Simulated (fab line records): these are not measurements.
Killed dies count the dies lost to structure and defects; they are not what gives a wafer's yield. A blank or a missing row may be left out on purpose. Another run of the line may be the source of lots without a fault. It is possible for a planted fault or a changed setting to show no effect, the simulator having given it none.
The tool behind it: which one?	flow rit_cmos	Sampling: 14 lots, 42 wafers, 5 of 202 route steps

## WHAT THE GAUGES SHOWED, per wafer
RIT_PLDD_OVL_MEAS_06. Usual: PLDD_OVL gives 0.1 nm (standard deviation 1.6).
lot	measured	on	PLDD_OVL (nm)	flag
L480	day 2 20:40	overlay-02	1.5 1.6 -0.1	
L481	day 3 00:33	overlay-01	-0.1 -0.5 -0.1	
L482	day 3 11:10	overlay-02	-0.2 1.3 0.4	
L484	day 3 22:27	overlay-02	0.5 2.1 0.1	
L485	day 4 01:27	overlay-02	0.1 0.9 -0.4	
L487	day 4 12:14	overlay-02	2.2 -0.8 -0.4	
L488	day 4 19:44	overlay-02	1.5 0.0 3.0	
L489	day 5 00:47	overlay-02	0.6 1.2 0.2	
L495	day 6 09:34	overlay-01	- - -	OFF
L498	day 7 07:05	overlay-02	-4.0 -2.8 -1.4	
L497	day 7 07:20	overlay-01	- - -	OFF
L499	day 7 11:26	overlay-01	-4.2 -2.2 -2.4	
L500	day 7 22:12	overlay-02	0.4 -0.2 2.4	
L502	day 8 10:43	overlay-01	0.3 -1.3 -2.6	

RIT_M1_THK_MEAS_02: measures by xrf. Usual: M1_AL_THK gives 405 nm (standard deviation 5.1).
lot	measured	on	M1_AL_THK (nm)	flag
L480	day 3 07:04	film_metro-02	410 413 406	
L481	day 3 11:45	film_metro-03	407 408 406	
L482	day 3 21:31	film_metro-02	405 401 400	
L484	day 4 09:40	film_metro-02	409 407 400	
L485	day 4 12:52	film_metro-03	395 399 407	
L487	day 4 22:38	film_metro-01	407 404 398	
L488	day 5 06:04	film_metro-02	406 401 402	
L489	day 5 11:06	film_metro-02	408 407 415	
L495	day 6 20:00	film_metro-03	407 397 399	
L498	day 7 17:22	film_metro-02	406 401 401	
L497	day 7 18:07	film_metro-02	412 412 410	
L499	day 7 21:57	film_metro-01	410 403 406	
L500	day 8 08:33	film_metro-01	410 409 406	
L502	day 8 21:21	film_metro-02	407 403 403	

RIT_M1_CD_MEAS_90: the cd target is 2600 nm. Usual: cd_nm at 2599.5 nm, with a standard deviation of 2.3.
lot	measured	on	cd_nm (nm)	flag
L480	day 3 08:55	cd_sem-02	2599.6 2601.6 2600.8	
L481	day 3 13:37	cd_sem-02	2607.7 2600.1 2605.1	
L482	day 3 23:34	cd_sem-02	2600.4 2598.5 2595.9	
L484	day 4 11:40	cd_sem-02	2599.6 2603.1 2602.6	
L485	day 4 14:51	cd_sem-01	2601.1 2598.7 2602.0	
L487	day 5 00:30	cd_sem-01	2600.7 2599.7 2599.1	
L488	day 5 08:02	cd_sem-01	2598.7 2599.0 2599.2	
L489	day 5 13:15	cd_sem-01	2601.3 2598.1 2598.2	
L495	day 6 21:59	cd_sem-02	2599.7 2600.4 2602.3	
L498	day 7 19:35	cd_sem-01	2596.0 2597.4 2598.5	
L497	day 7 20:20	cd_sem-01	2595.6 2595.6 2595.6	
L499	day 8 00:01	cd_sem-01	2601.4 2602.3 2600.8	
L500	day 8 10:40	cd_sem-01	2599.0 2599.6 2599.3	
L502	day 8 23:22	cd_sem-02	2599.0 2596.0 2598.1	

## WHICH TOOL RAN EACH LOT (tool, then ch and the chambers of the sampled wafers, then the start)
lot	RIT_PLDD_EXPOSE_03	RIT_CONTACT_CVD_00
L480	iline_stepper-01 ch 0, day 2 20:16	pecvd-01 ch 0,2, day 3 04:17
L481	iline_stepper-02 ch 0, day 3 00:08	pecvd-03 ch 0,1,2, day 3 09:05
L482	iline_stepper-02 ch 0, day 3 10:47	pecvd-02 ch 0,2, day 3 18:44
L484	iline_stepper-01 ch 0, day 3 21:56	pecvd-03 ch 0,2, day 4 07:01
L485	iline_stepper-02 ch 0, day 4 01:04	pecvd-02 ch 0,2, day 4 10:02
L487	iline_stepper-02 ch 0, day 4 11:50	pecvd-03 ch 0,1,2, day 4 19:51
L488	iline_stepper-01 ch 0, day 4 19:20	pecvd-02 ch 0,1, day 5 03:12
L489	iline_stepper-02 ch 0, day 5 00:24	pecvd-01 ch 0,2, day 5 08:26
L495	iline_stepper-01 ch 0, day 6 09:10	pecvd-02 ch 0,1,2, day 6 17:14
L498	iline_stepper-02 ch 0, day 7 06:42	pecvd-02 ch 0,1,2, day 7 14:43
L497	iline_stepper-01 ch 0, day 7 06:56	pecvd-01 ch 0,1, day 7 15:10
L499	iline_stepper-02 ch 0, day 7 11:02	pecvd-03 ch 1,2, day 7 19:14
L500	iline_stepper-02 ch 0, day 7 21:48	pecvd-02 ch 0,1, day 8 05:46
L502	iline_stepper-02 ch 0, day 8 10:15	pecvd-02 ch 0,1,2, day 8 18:22
- RIT_PLDD_EXPOSE_03: exposes mask M8, target cd 40900 nm.
- RIT_CONTACT_CVD_00: deposits SiO2 from TEOS, target thk 400 nm, time 61 s.

## WHAT THE TOOLS THEMSELVES READ (means of the sampled wafers that have a number; where no wafer has one, the mark that the record gives instead)
RIT_CONTACT_CVD_00. Usual: heater_power_w 302 W, standard deviation 42; susceptor_temp_C 389.97 C, standard deviation 0.19.
lot	tool	heater_power_w (W)	susceptor_temp_C (C)	flag
L480	pecvd-01	287	390.01	
L481	pecvd-03	322	389.74	
L482	pecvd-02	305	389.85	
L484	pecvd-03	308	389.89	
L485	pecvd-02	297	389.95	
L487	pecvd-03	298	390.02	
L488	pecvd-02	284	389.78	
L489	pecvd-01	306	389.97	
L495	pecvd-02	302	389.96	
L498	pecvd-02	320	389.97	
L497	pecvd-01	311	389.90	
L499	pecvd-03	296	389.83	
L500	pecvd-02	326	389.89	
L502	pecvd-02	286	389.99	

## THE ANSWER, worked out from the rows above alone
Rule: a lot is off if the mean of its wafers that have a number lies more than 3 standard deviations from the usual mean. Also off: a lot with no number at a reading for which 4 or more lots have one. Where the step has rows for the other lots, those lots are counted as sound. The gauges are gone through in route order, then the tools' own readings, and for those a lot's mean is taken as printed above. At the first step where some lot is off, the reading lying furthest off is the one used; lots without a number count as furthest.
Off: L495, L497, seen at RIT_PLDD_OVL_MEAS_06 (PLDD_OVL). Without a number there: L495, L497.
A tool fits if, at a process step before that reading, it ran every lot that is off, and no sound lot after the first of them. Those tools and the gauges at RIT_PLDD_OVL_MEAS_06 are tried in the same way. One fits: RIT_PLDD_EXPOSE_03 on iline_stepper-01. A fault onset in the window from L488 (day 4 19:20, its last sound lot) to L495 (day 6 09:10, its first lot off) fits.

## WHAT WAS PUT IN BY THE SIMULATOR
Scanner matching overlay: iline_stepper-01, from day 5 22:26 on, at RIT_PLDD_EXPOSE_03. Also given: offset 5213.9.
Shown lots that were struck: L495, L497. The rule above found the same.
